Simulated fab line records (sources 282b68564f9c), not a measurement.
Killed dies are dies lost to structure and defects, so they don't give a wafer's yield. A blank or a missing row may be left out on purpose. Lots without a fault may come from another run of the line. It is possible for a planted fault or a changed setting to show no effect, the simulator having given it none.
Problem report in the 8D (eight disciplines) form, filled by code | flow rit-cmos | the parts of the form that need people (team, actions taken, sign-off) are left out

== 1. THE ISSUE ==
o2-flow-sccm at RIT_PWELL_STRIP_09 reads a mean of 3194 sccm on 2 wafers of 2 lots; wafers without a fault read 4002 sccm with a standard deviation of 12. Measured from the usual mean, that is -67 standard deviations.
The step: strips in O2, time 180 s.
First observed at day 4 13:50: wafer L962.5, on plasma-asher-02. The record has a number at this step for 42 wafers belonging to 14 lots. The rule behind "out" and "out of limits": a value lying over 4 standard deviations away from the usual mean. All remaining wafers that have a number are taken as sound.

== 2. WHAT THIS IS AND IS NOT ==
question                    | is               | is not
which readings at this step | o2-flow-sccm     | chamber-pressure-mTorr, drypump-motor-current-A
which lots                  | L962, L963       | L950, L951, L952, L954, L955, L956, L957, L967, L968, L970, L971, L973
which wafers of those lots  | L962.5, L963.6   | L962.4, L962.6, L963.1, L963.4
read on which tools         | plasma-asher-02  | plasma-asher-01, plasma-asher-04
when                        | from day 4 13:50 | up to then (23 sound wafers); but 17 sound wafers of L963, L967, L968, L970, L971, L973 came after

== 3. SUSPECTS, AND WHAT RULES EACH OUT ==
Counting: a tool at a process step up to the reading stays a suspect if it ran every lot that is out. Sound lots after the first of them don't rule it out here, since some wafers of a struck lot are sound.
- plasma-asher-02 at RIT_PWELL_STRIP_09 (strips in O2, time 180 s): kept. Every lot that is out went through it, the first being L962 (day 4 13:50); the last sound lot it ran before that was L956 (day 3 05:45). On those wafers its own readings are out: o2-flow-sccm.
- Within plasma-asher-02 at RIT_PWELL_STRIP_09: the wafers that are out ran in chamber 1; their sound lot-mates ran in chamber 0.
Left after counting: plasma-asher-02 at RIT_PWELL_STRIP_09.

== 4. THE CAUSE (what the simulator had put in) ==
plasma-asher-02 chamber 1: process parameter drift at RIT_PWELL_STRIP_09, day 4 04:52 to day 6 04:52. Setting o2-flow-sccm, moved by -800, from 4000. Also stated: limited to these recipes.
Counting left only this tool.

== 5. THE EFFECT CHAIN, in route order ==
Each row: a reading whose mean over the struck wafers that have a number lies more than 3 standard deviations from the usual. Readings are gone through only where the record gives a usual standard deviation; hours: the median, over the lots, of the time from a lot's start at the first step in this table giving one to that lot's start at this step; sigmas: the change measured in usual standard deviations.
hours | step               | reading      | usual     | on struck wafers | change | sigmas
0     | RIT_PWELL_STRIP_09 | o2-flow-sccm | 4002 sccm | 3194             | -808   | -67
It contains these process steps:
- RIT_PWELL_STRIP_09: strips in O2, time 180 s.

== 6. WHAT WOULD HAVE CAUGHT IT SOONER ==
In this record no reading fell out of limits until day 4 13:50, 9 hours after the fault had begun at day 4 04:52.
